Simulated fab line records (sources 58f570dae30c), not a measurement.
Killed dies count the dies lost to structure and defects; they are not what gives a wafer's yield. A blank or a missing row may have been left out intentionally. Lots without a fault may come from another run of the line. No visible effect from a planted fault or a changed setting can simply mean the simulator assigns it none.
One fault seen from 2 desks	flow berkeley-cmos170	every desk sees just its own numbers, and what lay behind them comes last

## THE METROLOGY DESK
Means of the sampled wafers that have a number, per lot and without regard to the tool the lot ran on: this is what the gauges read. Any lot whose mean is over 4 standard deviations away from the usual mean is out of limits and marked OUT; that distance is given in the brackets.
Columns: A = PVT_TW at UCB170_PVT_TW_MEAS_09, usual 508; B = FIELD_OXIDE_LEFT_2_THK at UCB170_FIELD_THK_MEAS_91, usual 352 nm; C = GATE_OXIDE_THK at UCB170_GATE_THK_MEAS_02, usual 6.55 nm; D = GATE_POLY_THK at UCB170_GATE_THK_MEAS_05, usual 213.6 nm; E = cd-nm at UCB170_GATE_CD_MEAS_12, usual 350.2 nm; F = GATE_OVL at UCB170_GATE_OVL_MEAS_13, usual -2 nm
lot	first seen here	A	B	C	D	E	F
L373	day 5 11:58	509	344	6.58	215.6	353.2	0
L378	day 6 10:08	509	337	6.49	214.0	347.4	-2
L380	day 7 08:14	511	347	6.66	216.1	345.6	5
L384	day 8 01:21	505	337	6.69	209.6	346.7	6
L391	day 9 23:05	508	361	6.53	214.8	351.4	8
L394	day 10 11:32	512	348	6.37	215.2	351.1	-4
Finding of this desk: none of the 6 lots has anything out of limits.

## FOR THE TOOL OWNER'S DESK: litho-track-02
Per lot that ran on this tool, the mean of the sampled wafers carrying a number, from the tool's own readings at UCB170_GATE_SOFTBAKE_08 (time 60 s). Any lot whose mean is over 4 standard deviations away from the usual mean is out of limits and marked OUT; that distance is given in the brackets.
Columns: A = run-length-s at UCB170_GATE_SOFTBAKE_08, usual 89.04 s
lot	first seen here	A
L380	day 7 22:00	120.56 (+99 or more) OUT
L384	day 8 13:00	120.62 (+99 or more) OUT
This desk's verdict: out of limits on L380, L384, starting with L380 at day 7 22:00 (run-length-s at UCB170_GATE_SOFTBAKE_08). In limits: none.

## PUT TOGETHER
An alarm could have come from the tool owner's desk at day 7 22:00, on L380, L384.
From the metrology desk's view, nothing was out of limits.
The metrology desk has L380, L384 on record, within its limits.
All the named lots went through UCB170_GATE_SOFTBAKE_08 on litho-track-02.

## WHAT HAD BEEN PUT IN BY THE SIMULATOR
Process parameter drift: litho-track-02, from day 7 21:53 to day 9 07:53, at UCB170_GATE_SOFTBAKE_08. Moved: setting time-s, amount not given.
Lots struck among those shown: L380, L384.
Hours from the fault's start to each desk's first reading out of limits: the tool owner's desk, 0.
